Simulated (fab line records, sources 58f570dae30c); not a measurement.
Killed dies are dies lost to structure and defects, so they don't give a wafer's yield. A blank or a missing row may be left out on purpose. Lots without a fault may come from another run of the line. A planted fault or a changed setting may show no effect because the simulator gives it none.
Which tool did it? | flow berkeley_cmos170 | 12 lots, 36 wafers sampled, at 7 steps of a route of 331

WHAT THE GAUGES READ, wafer by wafer
UCB170_PWELL_THK_MEAS_03.
lot  | measured    | on            | PWELL_OXIDE_THK (nm)
L196 | day 3 00:13 | film_metro-02 | 27.5 27.3 26.7
L197 | day 3 00:15 | film_metro-04 | 27.0 26.8 26.4
L198 | day 3 04:00 | film_metro-02 | 26.3 26.9 25.9
L199 | day 3 09:05 | film_metro-02 | 27.4 27.0 27.1
L200 | day 3 12:28 | film_metro-04 | 26.7 26.5 26.7
L201 | day 3 12:28 | film_metro-03 | 26.4 26.6 26.6
L202 | day 3 18:52 | film_metro-02 | 26.8 26.2 27.0
L204 | day 4 09:59 | film_metro-02 | 25.8 26.3 26.3
L205 | day 4 12:50 | film_metro-04 | 26.5 26.7 26.8
L207 | day 4 20:50 | film_metro-03 | 26.1 26.5 25.9
L213 | day 6 09:05 | film_metro-04 | 26.4 26.4 26.4
L216 | day 6 22:08 | film_metro-04 | 27.3 27.0 26.7

UCB170_ACTIVE_THK_MEAS_06.
lot  | measured    | on            | ACTIVE_NITRIDE_THK (nm)
L196 | day 4 13:16 | film_metro-01 | 219.2 219.2 220.1
L197 | day 4 13:18 | film_metro-04 | 221.2 220.6 222.7
L198 | day 4 17:56 | film_metro-01 | 220.6 220.0 219.3
L199 | day 4 20:53 | film_metro-04 | 222.2 222.0 221.4
L200 | day 4 20:52 | film_metro-01 | 220.6 219.5 218.3
L201 | day 4 20:42 | film_metro-02 | 219.3 222.1 220.1
L202 | day 5 06:56 | film_metro-04 | 218.8 218.6 218.6
L204 | day 5 21:34 | film_metro-04 | 220.4 219.0 220.0
L205 | day 6 04:35 | film_metro-01 | 221.5 223.6 220.0
L207 | day 6 06:50 | film_metro-01 | 216.4 216.7 217.2
L213 | day 7 18:41 | film_metro-02 | 219.2 218.6 220.1
L216 | day 8 15:15 | film_metro-01 | 220.2 220.7 217.5

UCB170_PFIELD_OVL_MEAS_06.
lot  | measured    | on         | PFIELD_OVL (nm)
L196 | day 4 17:05 | overlay-02 | 0 -2 -7
L197 | day 4 17:12 | overlay-02 | 7 0 6
L198 | day 4 21:21 | overlay-01 | 8 11 9
L199 | day 5 01:49 | overlay-01 | 12 14 6
L200 | day 5 01:32 | overlay-02 | 0 1 3
L201 | day 5 00:59 | overlay-01 | 6 4 8
L202 | day 5 09:33 | overlay-01 | -6 -8 -5
L204 | day 6 01:03 | overlay-02 | 9 7 14
L205 | day 6 09:08 | overlay-01 | -1 4 -1
L207 | day 6 11:00 | overlay-01 | 8 8 8
L213 | day 7 22:05 | overlay-02 | 2 10 3
L216 | day 8 17:57 | overlay-02 | 6 8 3

UCB170_FIELD_THK_MEAS_02.
lot  | measured    | on            | FIELD_OXIDE_THK (nm)
L196 | day 4 23:01 | film_metro-02 | 563 548 553
L197 | day 4 23:03 | film_metro-03 | 542 537 538
L198 | day 5 03:41 | film_metro-02 | 546 543 548
L199 | day 5 08:46 | film_metro-04 | 567 567 563
L200 | day 5 08:46 | film_metro-02 | 574 570 576
L201 | day 5 08:46 | film_metro-03 | 560 559 558
L202 | day 5 17:22 | film_metro-03 | 579 579 568
L204 | day 6 07:44 | film_metro-02 | 560 557 559
L205 | day 6 15:44 | film_metro-03 | 531 528 520
L207 | day 6 15:43 | film_metro-02 | 513 523 514
L213 | day 8 04:20 | film_metro-04 | 554 566 564
L216 | day 9 00:04 | film_metro-04 | 549 548 552

UCB170_FIELD_THK_MEAS_90.
lot  | measured    | on            | FIELD_OXIDE_LEFT_1_THK (nm)
L196 | day 5 07:39 | film_metro-02 | 445 431 435
L197 | day 5 07:41 | film_metro-03 | 426 421 421
L198 | day 5 14:30 | film_metro-03 | 428 425 430
L199 | day 5 14:31 | film_metro-04 | 450 451 446
L200 | day 5 14:34 | film_metro-03 | 458 453 460
L201 | day 5 14:31 | film_metro-02 | 444 442 442
L202 | day 6 01:32 | film_metro-02 | 463 463 453
L204 | day 6 15:32 | film_metro-03 | 443 439 441
L205 | day 6 23:51 | film_metro-03 | 413 410 402
L207 | day 6 23:50 | film_metro-02 | 396 407 398
L213 | day 8 13:50 | film_metro-04 | 437 449 448
L216 | day 9 08:26 | film_metro-04 | 432 431 436

UCB170_FIELD_THK_MEAS_91.
lot  | measured     | on            | FIELD_OXIDE_LEFT_2_THK (nm)
L196 | day 6 02:18  | film_metro-04 | 356 342 347
L197 | day 6 02:46  | film_metro-02 | 336 332 332
L198 | day 6 06:51  | film_metro-04 | 340 337 342
L199 | day 6 07:02  | film_metro-02 | 362 363 358
L200 | day 6 06:48  | film_metro-04 | 369 365 371
L201 | day 6 06:44  | film_metro-04 | 356 354 355
L202 | day 6 18:59  | film_metro-04 | 375 375 365
L204 | day 7 09:10  | film_metro-04 | 354 352 353
L205 | day 7 16:37  | film_metro-02 | 325 323 315
L207 | day 7 16:17  | film_metro-02 | 309 319 311
L213 | day 9 07:38  | film_metro-04 | 349 361 359
L216 | day 10 03:12 | film_metro-03 | 344 343 347

WHICH TOOL RAN EACH LOT (tool, then ch and the chambers of the sampled wafers, then the start)
lot  | UCB170_FIELD_OXIDATION_01
L196 | furnace-03 ch 0, day 4 20:01
L197 | furnace-03 ch 0, day 4 20:01
L198 | furnace-03 ch 0, day 5 00:41
L199 | furnace-04 ch 0, day 5 05:46
L200 | furnace-04 ch 0, day 5 05:46
L201 | furnace-04 ch 0, day 5 05:46
L202 | furnace-04 ch 0, day 5 14:22
L204 | furnace-02 ch 0, day 6 04:44
L205 | furnace-04 ch 0, day 6 12:43
L207 | furnace-04 ch 0, day 6 12:43
L213 | furnace-02 ch 0, day 8 01:20
L216 | furnace-03 ch 0, day 8 21:03
- UCB170_FIELD_OXIDATION_01: target thk 558.3 nm, ox time 7200 s.

WHAT THE TOOLS THEMSELVES READ (means of the sampled wafers that have a number; where no wafer has one, the mark that the record gives instead)
The record holds no such reading with a usual standard deviation.

THE ANSWER, worked out from the rows above alone
Rule: what is usual is taken from the lots themselves. Put in order of their means at a reading, lots are off if they are a third of the lots or fewer, leave a main group of 4 or more, and stand apart from it by a gap of 3 or more times the standard deviation of the main group's means; of several such gaps the widest counts. A main group whose means are all the same, to the digits that the tables above print for the reading, isn't used. A lot without any number at a reading at which 4 lots or more have one is off too. The other lots that the step has rows for count as sound. The gauges are gone through in route order, then the tools' own readings, and for those a lot's mean is taken as printed above. The first step at which some lot is off is used, and at that step the reading that is off furthest; a lot without a number counts as furthest.
No lot is off at any reading shown: from this, nothing can be told.

WHAT THE SIMULATOR HAD PUT IN
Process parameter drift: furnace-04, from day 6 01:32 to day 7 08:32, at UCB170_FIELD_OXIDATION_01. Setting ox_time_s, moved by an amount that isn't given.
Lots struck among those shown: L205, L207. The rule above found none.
